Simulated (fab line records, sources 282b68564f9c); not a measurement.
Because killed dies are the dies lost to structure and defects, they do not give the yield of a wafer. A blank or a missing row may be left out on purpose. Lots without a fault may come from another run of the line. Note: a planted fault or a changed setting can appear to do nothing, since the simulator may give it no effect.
fab line records + flow rit_cmos
record:
- lots: 14
- wafers: 42
- last_day: 7
route steps=202 shown PSD@150
lots that met no fault: taken from a fault-free run of the same line
start_h: hours from the record's first day to the start of the lot's first wafer shown + wait_h: hours elapsed since this lot's preceding step + " the same as in the row above + L1.1+2: a single row standing in for several wafers + - no value, or no start was given + * or withheld: withheld + < > ~ a bound
route shown NAME@n: names a module that has steps shown in the file, with the first one's number in the route + usual: mean/standard deviation taken from wafers without a fault + same: alike in all rows + chamber/n: place in a boat + sites: per-site readings + _std_site: how widely they spread, as a standard deviation + _edge_site: the outer-site mean with the inner-site mean subtracted + radius_mm: how far each site lies from the wafer's centre + mask NAME#n: copy n + behind: the most recent tool/chamber to have shaped the wafer + hold: the reason the lot was held/the length of the hold in hours/how it ended + device: which transistor (n, p or np) failed to switch + end of line: tests run on the same wafers once the route is complete + where a step has no rows: the recipe by itself + killed: dies lost to structure and defects at the first sort, not the wafer's yield + map: the dies of a wafer, with x for killed, . for not killed, _ for no die there
set.NAME: setting as actually run; set.NAME@STEP: the setting as run at that earlier step + model.NAME: the simulator's own value behind a step, which no gauge read
steps of the route over a sample of lots; a table a step, a row a wafer
services: a tool's chamber out of use, with start hour (start_h, from the record's first day; less than 0 if before it), hours out, and reason
== steps ==
step: RIT_PSD_IMPLANT_08
recipe:
- species: BF2
- energy_kev: 27
- dose_cm2: 5e+15
- tilt_deg: 7
usual:
- beam_on_s: 13.2/1.1
- dose_ions_cm2: 5e+15/5.4e+12
- tilt_deg: 6.999/0.02
same:
- implant_ion_amu: 49
| lot.wafer | tool         | chamber | start_h | wait_h | beam_on_s | dose_ions_cm2 | tilt_deg |
|-----------|--------------|---------|---------|--------|-----------|---------------|----------|
| L308.1    | implanter-02 | 0       | 61.61   | 0.1    | 12.5      | 4.99e+15      | 7.005    |
| L308.3    | "            | 0       | "       | "      | 12.6      | 4.998e+15     | 6.975    |
| L308.4    | "            | 0       | "       | "      | 13.3      | 4.999e+15     | 7.002    |
| L310.3    | implanter-03 | 0       | 65.83   | 0.1    | 11.9      | 4.996e+15     | 7.007    |
| L310.5    | "            | 0       | "       | "      | 12.0      | 4.995e+15     | 6.975    |
| L310.6    | "            | 0       | "       | "      | 12.1      | 4.999e+15     | 7.036    |
| L309.1    | implanter-01 | 0       | 67.44   | 0.1    | 14.9      | 4.993e+15     | 6.981    |
| L309.2    | "            | 0       | "       | "      | 14.9      | 4.986e+15     | 6.962    |
| L309.3    | "            | 0       | "       | "      | 14.0      | 4.994e+15     | 6.971    |
| L311.1    | implanter-02 | 0       | 72.46   | 0.1    | 13.0      | 5.004e+15     | 7.039    |
| L311.2    | "            | 0       | "       | "      | 13.0      | 4.999e+15     | 6.980    |
| L311.3    | "            | 0       | "       | "      | 13.2      | 4.993e+15     | 7.005    |
| L312.2    | implanter-03 | 0       | 77.21   | 0.1    | 12.5      | 4.996e+15     | 6.989    |
| L312.3    | "            | 0       | "       | "      | 12.0      | 4.995e+15     | 7.033    |
| L312.6    | "            | 0       | "       | "      | 11.9      | 5.004e+15     | 7.018    |
| L313.2    | implanter-03 | 0       | 82.42   | 0.1    | 12.3      | 5.004e+15     | 6.999    |
| L313.3    | "            | 0       | "       | "      | 12.0      | 4.994e+15     | 6.992    |
| L313.5    | "            | 0       | "       | "      | 11.8      | 4.993e+15     | 6.983    |
| L315.3    | implanter-01 | 0       | 90.49   | 0.1    | 15.0      | 5.009e+15     | 6.975    |
| L315.4    | "            | 0       | "       | "      | 14.4      | 5.013e+15     | 6.998    |
| L315.6    | "            | 0       | "       | "      | 14.5      | 4.999e+15     | 6.981    |
| L318.2    | implanter-01 | 0       | 103.53  | 0.1    | 14.6      | 4.995e+15     | 6.998    |
| L318.3    | "            | 0       | "       | "      | 14.7      | 5e+15         | 7.012    |
| L318.4    | "            | 0       | "       | "      | 14.5      | 5.006e+15     | 6.994    |
| L317.1    | implanter-02 | 0       | 105.56  | 0.1    | 13.0      | 5.004e+15     | 6.958    |
| L317.4    | "            | 0       | "       | "      | 12.9      | 5e+15         | 6.964    |
| L317.6    | "            | 0       | "       | "      | 13.0      | 5e+15         | 6.964    |
| L319.1    | implanter-01 | 0       | 109.21  | 0.1    | 23.0      | 8.013e+15     | 6.993    |
| L319.3    | "            | 0       | "       | "      | 23.3      | 8.021e+15     | 6.976    |
| L319.5    | "            | 0       | "       | "      | 24.0      | 8.014e+15     | 6.988    |
| L321.2    | implanter-01 | 0       | 119.10  | 0.1    | 24.2      | 8.019e+15     | 7.006    |
| L321.3    | "            | 0       | "       | "      | 23.4      | 8.025e+15     | 7.010    |
| L321.6    | "            | 0       | "       | "      | 24.3      | 8.01e+15      | 7.022    |
| L328.2    | implanter-02 | 0       | 153.09  | 0.1    | 12.8      | 5.006e+15     | 6.975    |
| L328.4    | "            | 0       | "       | "      | 13.1      | 5e+15         | 6.982    |
| L328.6    | "            | 0       | "       | "      | 12.6      | 5e+15         | 6.957    |
| L330.1    | implanter-02 | 0       | 164.39  | 0.1    | 13.1      | 5.005e+15     | 6.986    |
| L330.4    | "            | 0       | "       | "      | 13.0      | 5.007e+15     | 6.994    |
| L330.6    | "            | 0       | "       | "      | 13.4      | 4.999e+15     | 6.974    |
| L331.1    | implanter-03 | 0       | 169.11  | 0.1    | 11.7      | 4.998e+15     | 7.009    |
| L331.2    | "            | 0       | "       | "      | 11.7      | 4.998e+15     | 7.019    |
| L331.6    | "            | 0       | "       | "      | 11.8      | 5.001e+15     | 7.050    |
step: RIT_PSD_TW_MEAS_10
usual:
- PSD_TW: 3409/24
| lot.wafer | tool          | chamber | start_h | wait_h | PSD_TW |
|-----------|---------------|---------|---------|--------|--------|
| L308.1    | film_metro-04 | -       | 61.94   | 0.1    | 3386   |
| L308.3    | "             | -       | "       | "      | 3372   |
| L308.4    | "             | -       | "       | "      | 3359   |
| L310.3    | film_metro-01 | -       | 66.13   | 0.1    | 3421   |
| L310.5    | "             | -       | "       | "      | 3419   |
| L310.6    | "             | -       | "       | "      | 3405   |
| L309.1    | film_metro-01 | -       | 67.77   | 0.1    | 3407   |
| L309.2    | "             | -       | "       | "      | 3413   |
| L309.3    | "             | -       | "       | "      | 3437   |
| L311.1    | film_metro-03 | -       | 72.93   | 0.1    | 3401   |
| L311.2    | "             | -       | "       | "      | 3379   |
| L311.3    | "             | -       | "       | "      | 3386   |
| L312.2    | film_metro-01 | -       | 77.52   | 0.1    | 3434   |
| L312.3    | "             | -       | "       | "      | 3422   |
| L312.6    | "             | -       | "       | "      | 3442   |
| L313.2    | film_metro-01 | -       | 82.73   | 0.1    | 3433   |
| L313.3    | "             | -       | "       | "      | 3436   |
| L313.5    | "             | -       | "       | "      | 3444   |
| L315.3    | film_metro-01 | -       | 90.78   | 0.1    | 3447   |
| L315.4    | "             | -       | "       | "      | 3442   |
| L315.6    | "             | -       | "       | "      | 3451   |
| L318.2    | film_metro-01 | -       | 103.84  | 0.1    | 3393   |
| L318.3    | "             | -       | "       | "      | 3407   |
| L318.4    | "             | -       | "       | "      | 3420   |
| L317.1    | film_metro-04 | -       | 105.88  | 0.1    | 3373   |
| L317.4    | "             | -       | "       | "      | 3399   |
| L317.6    | "             | -       | "       | "      | 3383   |
| L319.1    | film_metro-03 | -       | 109.53  | 0.1    | 3546   |
| L319.3    | "             | -       | "       | "      | 3555   |
| L319.5    | "             | -       | "       | "      | 3555   |
| L321.2    | film_metro-01 | -       | 119.41  | 0.1    | 3516   |
| L321.3    | "             | -       | "       | "      | 3510   |
| L321.6    | "             | -       | "       | "      | 3507   |
| L328.2    | film_metro-03 | -       | 153.40  | 0.1    | 3435   |
| L328.4    | "             | -       | "       | "      | 3426   |
| L328.6    | "             | -       | "       | "      | 3423   |
| L330.1    | film_metro-03 | -       | 164.72  | 0.1    | 3408   |
| L330.4    | "             | -       | "       | "      | 3419   |
| L330.6    | "             | -       | "       | "      | 3416   |
| L331.1    | film_metro-01 | -       | 169.43  | 0.1    | 3415   |
| L331.2    | "             | -       | "       | "      | 3420   |
| L331.6    | "             | -       | "       | "      | 3431   |
step: RIT_SDANNEAL_RS_MEAS_04
recipe:
- thk_meas_gauge: four-point-probe
usual:
- PSD_RS: 115.9/0.34
| lot.wafer | tool          | chamber | start_h | wait_h | PSD_RS[ohm/sq] |
|-----------|---------------|---------|---------|--------|----------------|
| L308.1    | film_metro-03 | -       | 62.42   | 0.0    | 115.7          |
| L308.3    | "             | -       | "       | "      | 115.6          |
| L308.4    | "             | -       | "       | "      | 115.5          |
| L310.3    | film_metro-01 | -       | 66.63   | 0.1    | 116.2          |
| L310.5    | "             | -       | "       | "      | 116.4          |
| L310.6    | "             | -       | "       | "      | 116.1          |
| L309.1    | film_metro-03 | -       | 68.63   | 0.0    | 115.4          |
| L309.2    | "             | -       | "       | "      | 115.8          |
| L309.3    | "             | -       | "       | "      | 115.4          |
| L311.1    | film_metro-04 | -       | 73.45   | 0.0    | 115.8          |
| L311.2    | "             | -       | "       | "      | 116.0          |
| L311.3    | "             | -       | "       | "      | 115.8          |
| L312.2    | film_metro-04 | -       | 78.02   | 0.1    | 116.2          |
| L312.3    | "             | -       | "       | "      | 116.0          |
| L312.6    | "             | -       | "       | "      | 116.1          |
| L313.2    | film_metro-01 | -       | 83.22   | 0.1    | 116.0          |
| L313.3    | "             | -       | "       | "      | 116.2          |
| L313.5    | "             | -       | "       | "      | 116.1          |
| L315.3    | film_metro-04 | -       | 91.31   | 0.1    | 115.5          |
| L315.4    | "             | -       | "       | "      | 116.1          |
| L315.6    | "             | -       | "       | "      | 115.5          |
| L318.2    | film_metro-04 | -       | 104.34  | 0.1    | 115.6          |
| L318.3    | "             | -       | "       | "      | 115.6          |
| L318.4    | "             | -       | "       | "      | 115.8          |
| L317.1    | film_metro-04 | -       | 106.56  | 0.0    | 115.7          |
| L317.4    | "             | -       | "       | "      | 115.8          |
| L317.6    | "             | -       | "       | "      | 115.5          |
| L319.1    | film_metro-03 | -       | 110.08  | 0.0    | 110.5          |
| L319.3    | "             | -       | "       | "      | 110.1          |
| L319.5    | "             | -       | "       | "      | 110.3          |
| L321.2    | film_metro-04 | -       | 119.94  | 0.1    | 110.3          |
| L321.3    | "             | -       | "       | "      | 109.9          |
| L321.6    | "             | -       | "       | "      | 110.0          |
| L328.2    | film_metro-03 | -       | 153.91  | 0.1    | 115.4          |
| L328.4    | "             | -       | "       | "      | 115.5          |
| L328.6    | "             | -       | "       | "      | 115.5          |
| L330.1    | film_metro-04 | -       | 165.22  | 0.0    | 115.6          |
| L330.4    | "             | -       | "       | "      | 115.4          |
| L330.6    | "             | -       | "       | "      | 115.7          |
| L331.1    | film_metro-03 | -       | 170.00  | 0.0    | 115.1          |
| L331.2    | "             | -       | "       | "      | 115.5          |
| L331.6    | "             | -       | "       | "      | 115.3          |
== services ==
| tool         | chamber | start_h | hours | kind   |
|--------------|---------|---------|-------|--------|
| implanter-01 | -       | 49.99   | 3.0   | repair |
| implanter-02 | -       | 51.63   | 2.8   | repair |
| implanter-03 | -       | 156.40  | 3.4   | pm     |
== key ==
first_sign:
- step: RIT_PSD_IMPLANT_08
- reading: dose_ions_cm2
- direction: up
- sigmas: 99+
- usual: 5e+15
- struck: 8.017e+15
effect:
- step: RIT_PSD_IMPLANT_08
- reading: beam_on_s
- direction: up
- sigmas: 9.9
- usual: 13.2
- struck: 23.7
effect:
- step: RIT_PSD_TW_MEAS_10
- reading: PSD_TW
- direction: up
- sigmas: 5.1
- usual: 3409
- struck: 3532
effect:
- step: RIT_SDANNEAL_RS_MEAS_04
- reading: PSD_RS
- direction: down
- sigmas: 17
- usual: 115.9
- struck: 110.2
met_at RIT_PSD_IMPLANT_08
struck_lots L319,L321
tester_left_out L319,L321
onset_between 103.53 109.21
fault:
- kind: process_parameter_drift
- tool: implanter-01
- chamber: -
- onset_h: 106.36
- steps: RIT_PSD_IMPLANT_08
- channel: dose_cm2
- offset: 3.016e+15
- shape: step
- end_h: 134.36
- acts_in: these_recipes_only
- stated: 5e+15
tester_left_out: of these lots the tester's yield and bins aren't shown, on N5 and GAA mostly nor the transistor test; their killed dies are dies lost to structure and defects alone, not to doping, threshold or leakage, so they don't give the yield
